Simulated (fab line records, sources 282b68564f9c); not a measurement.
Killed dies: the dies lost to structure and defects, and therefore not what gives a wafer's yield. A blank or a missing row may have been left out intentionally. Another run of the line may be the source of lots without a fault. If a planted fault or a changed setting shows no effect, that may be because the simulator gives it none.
One fault through the eyes of 2 desks + flow ritCmos + numbers are kept per desk, each desk with only its own; the story behind them comes last

FROM THE METROLOGY DESK
Means of the sampled wafers that have a number, per lot and without regard to the tool the lot ran on: this is what the gauges read. Any lot whose mean is over 4 standard deviations away from the usual mean is out of limits and marked OUT; that distance is given in the brackets.
Columns: A = CONTACT_TEOS_THK at RIT_CONTACT_THK_MEAS_01, usual 400 nm
| lot  | first seen here | A              |
|------|-----------------|----------------|
| L582 | day 3 17:31     | 404            |
| L583 | day 3 20:14     | 404            |
| L584 | day 3 20:42     | 399            |
| L585 | day 4 01:20     | 402            |
| L589 | day 5 00:18     | 371 (-6.1) OUT |
| L590 | day 5 06:50     | 400            |
| L592 | day 5 13:04     | 379 (-4.4) OUT |
| L596 | day 6 08:36     | 394            |
| L597 | day 6 14:10     | 398            |
| L599 | day 6 22:35     | 393            |
| L600 | day 7 05:55     | 400            |
| L602 | day 7 08:55     | 402            |
| L603 | day 7 17:28     | 405            |
| L605 | day 8 03:47     | 401            |
This desk's finding: out of limits on L589, L592; first on L589, day 5 00:18 (CONTACT_TEOS_THK at RIT_CONTACT_THK_MEAS_01). In limits: L582, L583, L584, L585, L590, L596, L597, L599, L600, L602, L603, L605.

DESK OF THE TOOL OWNER: pecvd-01
The tool's own readings at RIT_CONTACT_CVD_00 (deposits SiO2 from TEOS, target thk 400 nm, time 61 s): means of the sampled wafers that have a number, for each lot that ran on this tool. Any lot whose mean is over 4 standard deviations away from the usual mean is out of limits and marked OUT; that distance is given in the brackets.
Columns: A = heaterPowerW at RIT_CONTACT_CVD_00, usual 313 W; B = susceptorTempC at RIT_CONTACT_CVD_00, usual 390.00 C
| lot  | first seen here | A   | B      |
|------|-----------------|-----|--------|
| L583 | day 3 20:10     | 276 | 389.83 |
| L589 | day 5 00:15     | 379 | 389.98 |
| L592 | day 5 12:59     | 300 | 390.18 |
This desk's verdict: no lot among the 3 shows anything out of limits.

TAKEN TOGETHER
An alarm was possible from the metrology desk at day 5 00:18, on L589, L592.
The desk of the tool owner found nothing out of limits.
Tool owner's desk: L589, L592 on record, inside its limits.
RIT_CONTACT_CVD_00 was run on pecvd-01 by each of the lots named.

WHAT HAD BEEN PUT IN BY THE SIMULATOR
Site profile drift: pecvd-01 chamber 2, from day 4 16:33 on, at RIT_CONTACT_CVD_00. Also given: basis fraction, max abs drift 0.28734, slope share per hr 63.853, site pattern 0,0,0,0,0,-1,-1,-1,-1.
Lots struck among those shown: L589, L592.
Per desk, hours elapsed from the start of the fault to the first reading out of limits: for the metrology desk, 8.
